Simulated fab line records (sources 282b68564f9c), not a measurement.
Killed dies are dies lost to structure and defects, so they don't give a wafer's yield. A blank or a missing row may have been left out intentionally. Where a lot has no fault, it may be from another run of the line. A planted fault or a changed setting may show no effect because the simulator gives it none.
fab line records	flow rit-cmos
record: lots: 13	wafers: 39	last-day: 7
route steps=202 shown FOX2@24 NWELL@37 PWELL@49 GATE@84 M1@202
lots that met no fault: taken from a fault-free run of the same line
start-h: start of the lot's first displayed wafer, in hours after the record's first day	wait-h: hours since the lot's step before	" unchanged from the row above	L1.1+2: a single row standing in for several wafers	- no value, or no start given	* or withheld: withheld	< > ~ a bound
route shown NAME@n: names a module that has steps shown in the file, with the first one's number in the route	usual: the fault-free wafers' mean and standard deviation	same: alike in all rows	chamber/n: place in a boat	sites: readings site by site	_std_site: how widely they spread, as a standard deviation	_edge_site: inner sites' mean taken away from outer sites' mean	radius-mm: for every site, how far away it sits from the centre of the wafer	mask NAME#n: copy n	behind: the most recent tool/chamber to have shaped the wafer	hold: what put the lot on hold/how long, in hours/how the hold closed	device: which transistor (n, p or np) failed to switch	end of line: the same wafers' tests at the end of the route	a step given without rows: its recipe and nothing more	killed: dies that structure and defects cost at the first sort, which is not the same as the wafer's yield	map: a wafer's dies, marking killed ones x, the rest . and places with no die _
set.NAME: the setting the step ran with; set.NAME@STEP: the setting that earlier step ran with	model.NAME: the simulator's own value behind a step, which no gauge read
a sample of lots followed through the steps of the route, with each step as a table and each wafer as a row
services: a tool's chamber out of use, with start hour (start-h, from the record's first day; less than 0 if before it), hours out, and reason
== steps ==
step: RIT_FOX2_THK_MEAS_01
recipe: reads: SiO2_of_FOX2_OXIDATION_00
usual: FOX2_OXIDE_THK: 348/6.5
lot.wafer	tool	chamber	start-h	wait-h	FOX2_OXIDE_THK[nm]
L457.1	film-metro-01	-	28.47	0.0	346
L457.3	"	-	"	"	346
L457.4	"	-	"	"	342
L458.1	film-metro-02	-	32.22	0.0	360
L458.2	"	-	"	"	354
L458.3	"	-	"	"	354
L459.3	film-metro-02	-	32.30	0.1	356
L459.5	"	-	"	"	357
L459.6	"	-	"	"	354
L460.1	film-metro-03	-	40.55	0.0	361
L460.2	"	-	"	"	362
L460.3	"	-	"	"	363
L463.1	film-metro-01	-	49.96	0.0	344
L463.3	"	-	"	"	338
L463.5	"	-	"	"	348
L464.3	film-metro-02	-	55.64	0.0	353
L464.4	"	-	"	"	352
L464.6	"	-	"	"	343
L466.1	film-metro-02	-	70.74	0.0	350
L466.4	"	-	"	"	350
L466.6	"	-	"	"	350
L467.2	film-metro-03	-	73.36	0.0	334
L467.3	"	-	"	"	336
L467.4	"	-	"	"	340
L468.1	film-metro-02	-	76.11	0.0	338
L468.3	"	-	"	"	345
L468.5	"	-	"	"	345
L474.4	film-metro-01	-	104.69	0.0	354
L474.5	"	-	"	"	356
L474.6	"	-	"	"	353
L478.3	film-metro-02	-	126.00	0.0	347
L478.4	"	-	"	"	351
L478.5	"	-	"	"	348
L479.1	film-metro-03	-	130.53	0.0	345
L479.4	"	-	"	"	343
L479.6	"	-	"	"	346
L480.1	film-metro-03	-	134.86	0.0	348
L480.2	"	-	"	"	347
L480.6	"	-	"	"	342
step: RIT_NWELL_STRIP_09
recipe: chemistry: O2	time-s: 180	resist: NOVOLAK	platen-temp-c: withheld	power-w: 500	pressure-mtorr: 4000	o2-flow-sccm: 4000
usual: drypump-motor-current-A: 5.6/0.35
lot.wafer	tool	chamber	start-h	wait-h	drypump-motor-current-A	rf-hours-counter-h
L457.1	plasma-asher-01	0	30.85	0.1	5.5	34
L457.3	"	1	"	"	5.1	-
L457.4	"	0	"	"	5.5	-
L458.1	plasma-asher-02	1	34.47	0.1	5.5	39
L458.2	"	0	"	"	5.6	39
L458.3	"	0	"	"	5.6	-
L459.3	plasma-asher-03	0	34.77	0.1	5.9	-
L459.5	"	1	"	"	6.7	-
L459.6	"	0	"	"	5.9	-
L460.1	plasma-asher-01	1	42.94	0.1	5.1	35
L460.2	"	0	"	"	5.5	35
L460.3	"	1	"	"	5.1	-
L463.1	plasma-asher-02	0	52.22	0.1	5.6	41
L463.3	"	1	"	"	5.5	-
L463.5	"	0	"	"	5.5	-
L464.3	plasma-asher-03	0	57.93	0.1	5.9	-
L464.4	"	1	"	"	6.7	-
L464.6	"	1	"	"	6.7	-
L466.1	plasma-asher-02	1	73.30	0.1	5.5	43
L466.4	"	0	"	"	5.5	-
L466.6	"	1	"	"	5.5	-
L467.2	plasma-asher-02	1	75.76	0.1	5.5	43
L467.3	"	1	"	"	5.5	-
L467.4	"	0	"	"	5.6	-
L468.1	plasma-asher-01	0	78.63	0.1	5.5	39
L468.3	"	1	"	"	5.1	-
L468.5	"	0	"	"	5.5	-
L474.4	plasma-asher-02	1	106.97	0.1	5.5	-
L474.5	"	0	"	"	5.6	-
L474.6	"	1	"	"	5.5	-
L478.3	plasma-asher-02	0	128.29	0.1	5.6	-
L478.4	"	1	"	"	5.5	-
L478.5	"	1	"	"	5.5	-
L479.1	plasma-asher-02	1	133.62	0.1	5.5	50
L479.4	"	1	"	"	5.5	-
L479.6	"	1	"	"	5.5	-
L480.1	plasma-asher-01	0	137.34	0.1	5.5	46
L480.2	"	1	"	"	5.1	46
L480.6	"	1	"	"	5.2	-
step: RIT_PWELL_TW_MEAS_10
usual: PWELL_TW: 949/9.7
lot.wafer	tool	chamber	start-h	wait-h	PWELL_TW
L457.1	film-metro-03	-	32.70	0.1	951
L457.3	"	-	"	"	951
L457.4	"	-	"	"	962
L458.1	film-metro-04	-	36.20	0.1	927
L458.2	"	-	"	"	934
L458.3	"	-	"	"	938
L459.3	film-metro-03	-	36.58	0.1	953
L459.5	"	-	"	"	946
L459.6	"	-	"	"	949
L460.1	film-metro-03	-	44.93	0.1	949
L460.2	"	-	"	"	946
L460.3	"	-	"	"	948
L463.1	film-metro-03	-	54.27	0.1	943
L463.3	"	-	"	"	948
L463.5	"	-	"	"	943
L464.3	film-metro-02	-	59.70	0.1	958
L464.4	"	-	"	"	951
L464.6	"	-	"	"	954
L466.1	film-metro-02	-	75.18	0.1	959
L466.4	"	-	"	"	957
L466.6	"	-	"	"	954
L467.2	film-metro-02	-	77.65	0.1	961
L467.3	"	-	"	"	959
L467.4	"	-	"	"	958
L468.1	film-metro-02	-	80.50	0.1	962
L468.3	"	-	"	"	964
L468.5	"	-	"	"	965
L474.4	film-metro-04	-	108.67	0.1	934
L474.5	"	-	"	"	936
L474.6	"	-	"	"	936
L478.3	film-metro-02	-	130.21	0.1	960
L478.4	"	-	"	"	964
L478.5	"	-	"	"	960
L479.1	film-metro-03	-	135.54	0.1	950
L479.4	"	-	"	"	947
L479.6	"	-	"	"	951
L480.1	film-metro-02	-	139.07	0.1	956
L480.2	"	-	"	"	956
L480.6	"	-	"	"	956
step: RIT_GATE_CVD_08
recipe: material: poly-Si	target-thk-nm: 250	temp-c: 610	precursor: SiH4	time-s: 2220	pressure-mtorr: 300	sih4-flow-sccm: 100
usual: spike-tc-centre-C: 612.0/1.6	spike-tc-load-C: 633.8/1.6	spike-tc-source-C: 632.0/2.2	zone-power-centre-pct: 30/3.7
lot.wafer	tool	chamber	start-h	wait-h	spike-tc-centre-C	spike-tc-load-C	spike-tc-source-C	zone-power-centre-pct
L457.1	lpcvd-01	1	44.74	0.1	612.8	635.7	631.9	23
L457.3	"	1	"	"	613.1	635.2	630.6	23
L457.4	"	1	"	"	614.4	635.9	630.2	23
L458.1	lpcvd-02	0	50.39	0.1	616.0	633.5	632.1	31
L458.2	"	0	"	"	612.8	632.1	632.7	30
L458.3	"	0	"	"	612.1	633.7	633.8	31
L459.3	lpcvd-02	1	50.39	0.0	611.7	634.3	635.7	35
L459.5	"	1	"	"	612.1	633.9	635.0	34
L459.6	"	1	"	"	611.3	633.3	634.2	35
L460.1	lpcvd-01	0	57.65	0.1	612.9	634.2	628.9	30
L460.2	"	0	"	"	610.8	633.1	630.5	30
L460.3	"	0	"	"	610.8	633.1	632.4	30
L463.1	lpcvd-01	1	69.90	0.1	612.6	636.0	632.7	23
L463.3	"	1	"	"	613.7	637.1	631.3	23
L463.5	"	1	"	"	614.8	636.6	631.0	23
L464.3	lpcvd-02	1	74.30	0.9	600.8	622.2	621.7	34
L464.4	"	1	"	"	600.0	621.5	624.3	35
L464.6	"	1	"	"	601.0	623.0	624.6	34
L466.1	lpcvd-02	0	89.21	0.1	602.9	623.2	621.4	30
L466.4	"	0	"	"	602.6	624.9	623.9	30
L466.6	"	0	"	"	604.4	624.2	619.4	30
L467.2	lpcvd-02	0	89.21	0.0	603.4	624.8	620.1	30
L467.3	"	0	"	"	604.2	624.1	621.8	30
L467.4	"	0	"	"	604.0	623.6	620.7	30
L468.1	lpcvd-01	0	92.66	0.1	611.7	633.6	629.4	30
L468.3	"	0	"	"	611.2	632.3	630.1	30
L468.5	"	0	"	"	608.7	633.1	629.5	30
L474.4	lpcvd-01	0	120.25	0.1	612.4	632.5	630.7	30
L474.5	"	0	"	"	612.4	635.1	630.2	30
L474.6	"	0	"	"	610.9	631.6	630.5	30
L478.3	lpcvd-01	0	142.02	0.0	612.6	633.2	630.1	30
L478.4	"	0	"	"	610.2	633.7	630.1	30
L478.5	"	0	"	"	612.8	632.5	629.7	30
L479.1	lpcvd-01	0	149.24	0.6	612.1	634.6	630.8	30
L479.4	"	0	"	"	611.0	635.0	630.3	30
L479.6	"	0	"	"	610.8	634.4	629.8	30
L480.1	lpcvd-01	0	152.58	0.1	609.8	634.5	630.2	30
L480.2	"	0	"	"	610.8	632.3	630.9	30
L480.6	"	0	"	"	610.9	632.5	629.7	30
step: RIT_GATE_THK_MEAS_09
recipe: reads: poly-Si_of_GATE_CVD_08
usual: GATE_POLY_THK: 249.8/2.3
lot.wafer	tool	chamber	start-h	wait-h	GATE_POLY_THK[nm]
L457.1	film-metro-01	-	46.35	0.0	250.7
L457.3	"	-	"	"	253.6
L457.4	"	-	"	"	251.5
L459.3	film-metro-01	-	52.02	0.0	247.9
L459.5	"	-	"	"	248.0
L459.6	"	-	"	"	249.4
L458.1	film-metro-01	-	52.06	0.1	247.2
L458.2	"	-	"	"	247.7
L458.3	"	-	"	"	247.5
L460.1	film-metro-02	-	59.27	0.0	252.0
L460.2	"	-	"	"	249.3
L460.3	"	-	"	"	250.3
L463.1	film-metro-01	-	71.52	0.0	252.2
L463.3	"	-	"	"	250.1
L463.5	"	-	"	"	249.5
L464.3	film-metro-01	-	76.74	0.0	193.7
L464.4	"	-	"	"	192.3
L464.6	"	-	"	"	192.1
L466.1	film-metro-02	-	90.83	0.0	194.4
L466.4	"	-	"	"	194.7
L466.6	"	-	"	"	195.9
L467.2	film-metro-03	-	90.84	0.0	194.9
L467.3	"	-	"	"	194.7
L467.4	"	-	"	"	194.1
L468.1	film-metro-02	-	94.28	0.0	248.6
L468.3	"	-	"	"	250.6
L468.5	"	-	"	"	250.7
L474.4	film-metro-01	-	121.90	0.0	254.2
L474.5	"	-	"	"	254.5
L474.6	"	-	"	"	255.0
L478.3	film-metro-02	-	144.46	0.0	249.7
L478.4	"	-	"	"	250.3
L478.5	"	-	"	"	250.5
L479.1	film-metro-02	-	150.86	0.0	250.3
L479.4	"	-	"	"	248.9
L479.6	"	-	"	"	248.1
L480.1	film-metro-02	-	154.19	0.0	249.8
L480.2	"	-	"	"	252.8
L480.6	"	-	"	"	249.9
step: RIT_GATE_ETCH_19
recipe: chemistry: SF6/CHF3/O2	time-s: 165	SF6_flow_sccm: 30	CHF3_flow_sccm: 30	O2_flow_sccm: 5	target: poly-Si	pressure-mtorr: 40	rf-w: 160	target-depth-a: 3125	over-etch-frac: 0.25	stop-on: SiO2
usual: drypump-motor-current-A: 5.7/0.46	he-backside-leak-sccm: 3.01/0.28	oes-product-au: 0.849/0.015	rf-fwd-power-W: 159.4/0.51	throttle-valve-pct: 10.15/0.13
lot.wafer	tool	chamber	start-h	wait-h	drypump-motor-current-A	he-backside-leak-sccm	oes-product-au	rf-fwd-power-W	rf-hours-counter-h	throttle-valve-pct
L457.1	rie-si-01	2	47.87	0.1	6.2	3.50	0.847	159.2	94	9.95
L457.3	"	3	"	"	5.7	3.51	0.849	159.6	118	9.98
L457.4	"	1	"	"	5.9	2.79	0.883	159.2	6	10.28
L459.3	rie-si-02	2	53.43	0.1	5.8	3.11	0.848	159.3	115	10.15
L459.5	"	2	"	"	5.8	2.95	0.839	158.6	-	10.16
L459.6	"	1	"	"	5.9	3.26	0.824	159.6	-	10.34
L458.1	rie-si-01	0	53.59	0.1	5.6	2.61	0.842	158.6	27	10.10
L458.2	"	1	"	"	5.9	2.63	0.861	159.6	6	10.30
L458.3	"	3	"	"	5.7	3.45	0.826	158.9	118	9.98
L460.1	rie-si-02	0	60.53	0.1	6.1	3.13	0.843	159.4	153	10.12
L460.2	"	1	"	"	5.9	3.38	0.820	159.8	150	10.37
L460.3	"	2	"	"	5.8	2.88	0.848	159.7	115	10.16
L463.1	rie-si-01	2	72.86	0.1	6.2	3.24	0.858	160.0	94	9.96
L463.3	"	3	"	"	5.6	3.58	0.837	160.4	118	9.96
L463.5	"	1	"	"	5.9	2.58	0.867	159.6	-	10.29
L464.3	rie-si-02	2	77.94	0.1	5.8	2.86	0.714	158.8	115	10.16
L464.4	"	0	"	"	6.1	3.14	0.701	158.4	153	10.11
L464.6	"	2	"	"	5.8	2.93	0.713	158.7	-	10.16
L467.2	rie-si-02	1	92.05	0.1	5.9	3.16	0.696	159.0	151	10.36
L467.3	"	0	"	"	6.1	3.11	0.705	159.3	153	10.14
L467.4	"	2	"	"	5.8	3.22	0.722	160.0	115	10.16
L466.1	rie-si-01	1	92.29	0.1	5.9	2.58	0.727	159.8	6	10.30
L466.4	"	2	"	"	6.2	3.23	0.712	159.7	95	9.96
L466.6	"	2	"	"	6.2	3.09	0.711	159.9	-	9.95
L468.1	rie-si-02	2	95.49	0.1	5.8	3.31	0.853	159.0	115	10.15
L468.3	"	3	"	"	4.7	2.95	0.865	159.4	87	10.21
L468.5	"	3	"	"	4.7	3.12	0.869	159.2	-	10.22
L474.4	rie-si-02	2	123.37	0.1	5.8	2.86	0.862	160.0	-	10.14
L474.5	"	0	"	"	6.1	2.98	0.862	158.7	-	10.09
L474.6	"	3	"	"	4.7	3.29	0.875	159.8	-	10.22
L478.3	rie-si-02	1	145.66	0.1	5.9	3.08	0.869	159.5	0	10.34
L478.4	"	2	"	"	5.8	2.97	0.851	159.7	116	10.14
L478.5	"	2	"	"	5.8	3.05	0.856	159.3	-	10.16
L479.1	rie-si-01	0	152.33	0.1	5.6	2.72	0.847	159.2	28	10.10
L479.4	"	3	"	"	5.7	3.34	0.839	159.6	119	9.99
L479.6	"	2	"	"	6.2	3.24	0.834	159.9	-	9.95
L480.1	rie-si-02	3	155.41	0.1	4.7	3.33	0.866	158.6	87	10.23
L480.2	"	2	"	"	5.8	2.70	0.850	158.9	116	10.14
L480.6	"	3	"	"	4.7	3.24	0.861	158.3	-	10.22
step: RIT_M1_PROBE_99
usual: killed-at-contacts: 0.0/0.18	killed-at-front-end: 7/3	killed-dies: 7/3	killed-open: 3.6/1.9	killed-short: 3.2/1.8
same: gross-dies: 264	killed_at_M0_to_M3: 0	killed_at_M4_up: 0	killed-at-back-side: 0	killed-at-other: 0
lot.wafer	tool	chamber	start-h	wait-h	killed-at-contacts	killed-at-front-end	killed-dies	killed-open	killed-short
L457.1	prober-02	-	70.17	0.1	0	15	15	9	6
L457.3	prober-02	-	70.27	0.2	0	9	9	4	5
L457.4	prober-02	-	70.32	0.2	0	3	3	1	2
L459.3	prober-01	-	74.23	0.2	0	2	2	1	1
L459.5	prober-01	-	74.33	0.2	0	5	5	3	2
L459.6	prober-01	-	74.38	0.2	0	4	4	3	1
L458.1	prober-02	-	75.88	0.1	0	10	10	6	4
L458.2	prober-02	-	75.93	0.1	0	6	6	4	2
L458.3	prober-02	-	75.98	0.2	0	13	13	7	6
L460.1	prober-01	-	80.85	0.1	0	8	8	5	3
L460.2	prober-01	-	80.90	0.1	0	5	5	4	1
L460.3	prober-01	-	80.95	0.2	0	14	14	8	6
L463.1	prober-02	-	92.87	0.1	0	8	8	4	4
L463.3	prober-02	-	92.97	0.2	0	5	5	4	1
L463.5	prober-02	-	93.07	0.2	0	7	7	5	2
L464.3	prober-01	-	98.77	0.2	0	12	12	6	6
L464.4	prober-01	-	98.82	0.2	0	4	4	1	3
L464.6	prober-01	-	98.92	0.2	0	10	10	6	4
L467.2	prober-01	-	112.06	0.1	0	5	5	1	4
L467.3	prober-01	-	112.11	0.2	0	5	5	4	1
L467.4	prober-01	-	112.16	0.2	0	3	3	0	3
L466.1	prober-02	-	114.05	0.1	0	8	8	4	4
L466.4	prober-02	-	114.20	0.2	0	14	14	5	9
L466.6	prober-02	-	114.30	0.2	1	14	15	9	6
L468.1	prober-01	-	117.48	0.1	0	6	6	4	2
L468.3	prober-01	-	117.58	0.2	0	7	7	3	4
L468.5	prober-01	-	117.68	0.2	0	5	5	3	2
L474.4	prober-01	-	143.05	0.2	0	4	4	2	2
L474.5	prober-01	-	143.10	0.2	0	9	9	4	5
L474.6	prober-01	-	143.15	0.2	0	7	7	2	5
L478.3	prober-01	-	167.42	0.2	0	8	8	6	2
L478.4	prober-01	-	167.47	0.2	0	9	9	6	3
L478.5	prober-01	-	167.52	0.2	0	6	6	4	2
L479.1	prober-02	-	172.64	0.1	0	3	3	1	2
L479.4	prober-02	-	172.79	0.2	0	5	5	5	0
L479.6	prober-02	-	172.89	0.2	0	5	5	1	4
L480.1	prober-01	-	177.66	0.1	0	8	8	4	4
L480.2	prober-01	-	177.71	0.1	0	3	3	3	0
L480.6	prober-01	-	177.91	0.2	0	6	6	3	3
killed by level:class
L457.1 GATE:geometric-particle:open=3 SILICIDE:geometric-particle:short=3 GATE:geometric-particle:short=2 REOX:geometric-particle:open=2 SILICIDE:geometric-particle:open=2 FOX2:geometric-particle:open=1 REOX:geometric-particle:short=1 SPACER:geometric-particle:open=1
L457.3 GATE:geometric-particle:open=4 REOX:geometric-particle:short=2 FOX1:geometric-particle:short=1 GATE:geometric-particle:short=1 SILICIDE:geometric-particle:short=1
L457.4 SILICIDE:geometric-particle:short=2 GATE:geometric-particle:open=1
L459.3 REOX:geometric-particle:short=1 SPACER:geometric-particle:open=1
L459.5 FOX2:geometric-particle:open=1 GATE:geometric-particle:short=1 GATE:geometric-particle:open=1 SPACER:geometric-particle:open=1 SPACER:geometric-particle:short=1
L459.6 REOX:geometric-particle:open=2 FOX2:geometric-particle:open=1 SPACER:geometric-particle:short=1
L458.1 REOX:geometric-particle:short=2 REOX:geometric-particle:open=2 SPACER:geometric-particle:open=2 FOX2:geometric-particle:open=1 GATE:geometric-particle:open=1 SPACER:geometric-particle:short=1 SILICIDE:geometric-particle:short=1
L458.2 GATE:geometric-particle:short=2 SPACER:geometric-particle:open=2 GATE:geometric-particle:open=1 REOX:geometric-particle:open=1
L458.3 GATE:geometric-particle:short=4 GATE:geometric-particle:open=2 REOX:geometric-particle:short=2 REOX:geometric-particle:open=2 FOX1:geometric-particle:open=1 SPACER:geometric-particle:open=1 SILICIDE:geometric-particle:open=1
L460.1 FOX1:geometric-particle:open=2 FOX1:geometric-particle:short=1 GATE:geometric-particle:short=1 GATE:geometric-particle:open=1 REOX:geometric-particle:open=1 SPACER:geometric-particle:open=1 SILICIDE:geometric-particle:short=1
L460.2 GATE:geometric-particle:open=2 FOX2:geometric-particle:open=1 REOX:geometric-particle:open=1 SILICIDE:geometric-particle:short=1
L460.3 SPACER:geometric-particle:short=5 REOX:geometric-particle:open=2 SPACER:geometric-particle:open=2 SILICIDE:geometric-particle:open=2 FOX2:geometric-particle:open=1 GATE:geometric-particle:open=1 SILICIDE:geometric-particle:short=1
L463.1 FOX2:geometric-particle:short=2 FOX1:geometric-particle:open=1 FOX2:geometric-particle:open=1 GATE:geometric-particle:short=1 REOX:geometric-particle:open=1 SPACER:geometric-particle:open=1 SILICIDE:geometric-particle:short=1
L463.3 GATE:geometric-particle:open=2 FOX1:geometric-particle:short=1 FOX1:geometric-particle:open=1 REOX:geometric-particle:open=1
L463.5 SPACER:geometric-particle:open=2 GATE:geometric-particle:short=1 GATE:geometric-particle:open=1 REOX:geometric-particle:short=1 REOX:geometric-particle:open=1 SILICIDE:geometric-particle:open=1
L464.3 GATE:geometric-particle:short=4 SPACER:geometric-particle:open=3 SPACER:geometric-particle:short=2 FOX1:geometric-particle:open=1 GATE:geometric-particle:open=1 SILICIDE:geometric-particle:open=1
L464.4 SPACER:geometric-particle:short=2 GATE:geometric-particle:short=1 SPACER:geometric-particle:open=1
L464.6 GATE:geometric-particle:open=3 GATE:geometric-particle:short=2 SPACER:geometric-particle:short=2 SPACER:geometric-particle:open=2 FOX2:geometric-particle:open=1
L467.2 GATE:geometric-particle:short=3 FOX1:geometric-particle:short=1 REOX:geometric-particle:open=1
L467.3 GATE:geometric-particle:open=3 GATE:geometric-particle:short=1 SPACER:geometric-particle:open=1
L467.4 GATE:geometric-particle:short=3
L466.1 FOX1:geometric-particle:open=2 GATE:geometric-particle:short=2 SPACER:geometric-particle:short=2 FOX2:geometric-particle:open=1 GATE:geometric-particle:open=1
L466.4 GATE:geometric-particle:short=4 GATE:geometric-particle:open=2 SPACER:geometric-particle:short=2 FOX1:geometric-particle:open=1 FOX1:geometric-particle:short=1 FOX2:geometric-particle:short=1 REOX:geometric-particle:open=1 SILICIDE:geometric-particle:short=1
L466.6 GATE:geometric-particle:open=4 GATE:geometric-particle:short=3 FOX2:geometric-particle:open=2 REOX:geometric-particle:open=1 SPACER:geometric-particle:open=1 SPACER:geometric-particle:short=1 SILICIDE:geometric-particle:open=1 SILICIDE:geometric-particle:short=1
L468.1 FOX1:geometric-particle:open=3 GATE:geometric-particle:short=1 SPACER:geometric-particle:short=1 SILICIDE:geometric-particle:open=1
L468.3 GATE:geometric-particle:short=3 FOX1:geometric-particle:open=1 FOX2:geometric-particle:short=1 GATE:geometric-particle:open=1 REOX:geometric-particle:open=1
L468.5 SILICIDE:geometric-particle:short=2 FOX1:geometric-particle:open=1 REOX:geometric-particle:open=1 SPACER:geometric-particle:open=1
L474.4 GATE:geometric-particle:short=2 GATE:geometric-particle:open=1 SPACER:geometric-particle:open=1
L474.5 FOX1:geometric-particle:short=2 FOX1:geometric-particle:open=2 FOX2:geometric-particle:short=1 FOX2:geometric-particle:open=1 GATE:geometric-particle:short=1 GATE:geometric-particle:open=1 SPACER:geometric-particle:short=1
L474.6 GATE:geometric-particle:short=4 FOX2:geometric-particle:short=1 GATE:geometric-particle:open=1 SPACER:geometric-particle:open=1
L478.3 SILICIDE:geometric-particle:open=3 FOX1:geometric-particle:open=1 FOX2:geometric-particle:open=1 GATE:geometric-particle:open=1 GATE:geometric-particle:short=1 SILICIDE:geometric-particle:short=1
L478.4 FOX2:geometric-particle:open=2 REOX:geometric-particle:open=2 FOX2:geometric-particle:short=1 GATE:geometric-particle:short=1 GATE:geometric-particle:open=1 REOX:geometric-particle:short=1 SPACER:geometric-particle:open=1
L478.5 FOX1:geometric-particle:open=1 FOX1:geometric-particle:short=1 FOX2:geometric-particle:open=1 GATE:geometric-particle:open=1 GATE:geometric-particle:short=1 SPACER:geometric-particle:open=1
L479.1 GATE:geometric-particle:short=1 SPACER:geometric-particle:short=1 SILICIDE:geometric-particle:open=1
L479.4 FOX1:geometric-particle:open=2 SILICIDE:geometric-particle:open=2 SPACER:geometric-particle:open=1
L479.6 GATE:geometric-particle:short=3 FOX1:geometric-particle:short=1 GATE:geometric-particle:open=1
L480.1 GATE:geometric-particle:open=2 FOX1:geometric-particle:short=1 FOX2:geometric-particle:short=1 GATE:geometric-particle:short=1 REOX:geometric-particle:open=1 SPACER:geometric-particle:short=1 SPACER:geometric-particle:open=1
L480.2 GATE:geometric-particle:open=2 REOX:geometric-particle:open=1
L480.6 SILICIDE:geometric-particle:open=2 FOX1:geometric-particle:short=1 FOX1:geometric-particle:open=1 GATE:geometric-particle:short=1 SPACER:geometric-particle:short=1
== services ==
tool	chamber	start-h	hours	kind
rie-si-01	0	22.49	3.0	repair
rie-si-02	2	33.89	4.1	repair
lpcvd-02	-	37.67	1.7	repair
rie-si-01	-	55.05	0.1	repair
rie-si-02	0	94.99	-	clean
rie-si-02	0	94.99	17.5	scheduled-down
rie-si-02	0	94.99	17.5	vent-cycle
plasma-asher-03	-	108.75	9.0	pm
plasma-asher-03	0	108.75	9.0	vent-cycle
plasma-asher-03	1	108.75	9.0	vent-cycle
rie-si-02	1	112.48	-	clean
rie-si-02	1	112.48	22.1	scheduled-down
rie-si-02	1	112.48	22.1	vent-cycle
plasma-asher-03	0	117.75	-	clean
plasma-asher-03	1	117.75	-	clean
rie-si-01	-	133.55	2.8	pm
plasma-asher-02	-	153.93	14.6	pm
== key ==
first-sign: step: RIT_GATE_CVD_08	reading: spike-tc-load-C	direction: down	sigmas: 6.4	usual: 633.8	struck: 623.5
effect: step: RIT_GATE_CVD_08	reading: spike-tc-centre-C	direction: down	sigmas: 6	usual: 612.0	struck: 602.6
effect: step: RIT_GATE_THK_MEAS_09	reading: GATE_POLY_THK	direction: down	sigmas: 24	usual: 249.8	struck: 194.1
effect: step: RIT_GATE_ETCH_19	reading: oes-product-au	direction: down	sigmas: 9.4	usual: 0.849	struck: 0.711
met-at RIT_GATE_CVD_08
struck-lots L464,L466,L467
tester-left-out L464,L466,L467
not-acting-at RIT_FOX2_THK_MEAS_01,RIT_NWELL_STRIP_09,RIT_PWELL_TW_MEAS_10
onset-between 50.39 74.30
fault: kind: process-parameter-drift	tool: lpcvd-02	chamber: -	onset-h: 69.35	steps: RIT_GATE_CVD_08	channel: temp-c	offset: *	shape: step	end-h: 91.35	acts-in: *	stated: *
tester-left-out: of these lots the tester's yield and bins aren't shown, on N5 and GAA mostly nor the transistor test; their killed dies are dies lost to structure and defects alone, not to doping, threshold or leakage, so they don't give the yield
